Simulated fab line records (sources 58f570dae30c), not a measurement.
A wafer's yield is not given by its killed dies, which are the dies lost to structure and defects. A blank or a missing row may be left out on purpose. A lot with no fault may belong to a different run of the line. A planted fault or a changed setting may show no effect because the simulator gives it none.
Lot-split experiment | flow berkeley_cmos170 | 5 lots, 23 wafers read, on a route of 331 steps

THE SPLIT
At UCB170_GATE_CVD_04 (deposits poly-Si from SiH4, time 1440 s, target thk 214 nm), the setting temp_c was moved away from the recipe's 610 C on 15 of the 23 wafers read, by -2.6% to +2.9%. All remaining wafers had this setting at the recipe value.

Between the split and the reading, the file records no step.

THE READING
Values of GATE_POLY_THK in nm from UCB170_GATE_THK_MEAS_05. A value of 214.6 nm with a standard deviation of 1.4 nm is what fault-free wafers of this fab line usually give.

wafer  | tool, chamber at the split | temp_c as run, C | against the recipe | GATE_POLY_THK, nm | against lot-mates on the recipe
L075.1 | -, -                       | 627.6            | +2.9%              | 327.2             | no lot-mate on the recipe
L075.2 | -, -                       | 627.6            | +2.9%              | 325.0             | no lot-mate on the recipe
L075.3 | -, -                       | 627.6            | +2.9%              | 323.0             | no lot-mate on the recipe
L075.4 | -, -                       | 627.6            | +2.9%              | 325.3             | no lot-mate on the recipe
L075.5 | -, -                       | 627.6            | +2.9%              | 324.6             | no lot-mate on the recipe
L076.1 | -, -                       | 594.2            | -2.6%              | 147.1             | no lot-mate on the recipe
L076.3 | -, -                       | 594.2            | -2.6%              | 146.0             | no lot-mate on the recipe
L076.4 | -, -                       | 594.2            | -2.6%              | 146.9             | no lot-mate on the recipe
L076.5 | -, -                       | 594.2            | -2.6%              | 148.2             | no lot-mate on the recipe
L076.6 | -, -                       | 594.2            | -2.6%              | 147.0             | no lot-mate on the recipe
L082.1 | -, -                       | 610              | recipe             | 214.4             | -
L082.2 | -, -                       | 610              | recipe             | 214.5             | -
L082.3 | -, -                       | 610              | recipe             | 213.9             | -
L082.5 | -, -                       | 610              | recipe             | 214.4             | -
L082.6 | -, -                       | 610              | recipe             | 215.0             | -
L080.1 | -, -                       | 596              | -2.3%              | 150.9             | no lot-mate on the recipe
L080.3 | -, -                       | 596              | -2.3%              | 151.1             | no lot-mate on the recipe
L080.4 | -, -                       | 596              | -2.3%              | 152.6             | no lot-mate on the recipe
L080.5 | -, -                       | 596              | -2.3%              | 151.9             | no lot-mate on the recipe
L080.6 | -, -                       | 596              | -2.3%              | 152.0             | no lot-mate on the recipe
L085.1 | lpcvd-02, 0                | 610              | recipe             | 212.0             | -
L085.3 | lpcvd-02, 0                | 610              | recipe             | 211.9             | -
L085.5 | lpcvd-02, 0                | 610              | recipe             | 212.6             | -

FIT RESULTS
A straight line over all 23 wafers: GATE_POLY_THK changes by +32.3 nm for each +1% of temp_c; r = +0.99; the points scatter about the line by 8.3 nm.
Too few moved wafers have a lot-mate on the recipe to fit a line with each lot's own level taken away.

THE WHOLE CHAIN: every reading that the file lists as answering this split, in the file's order
step                    | what it does                                               | reading                                                                        | change (the file's fit)              | r (the file's)
UCB170_GATE_CVD_04      | deposits poly-Si from SiH4, time 1440 s, target thk 214 nm | poly-Si_of_GATE_CVD_04.thk_nm (the simulator's own value, which no gauge read) | +32.3 nm for each +1% of the setting | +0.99
UCB170_GATE_THK_MEAS_05 |                                                            | GATE_POLY_THK                                                                  | +32.3 for each +1% of the setting    | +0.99

THE FILE'S OWN FIT
GATE_POLY_THK changes by +32.3 nm for each +1% of temp_c, r = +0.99.
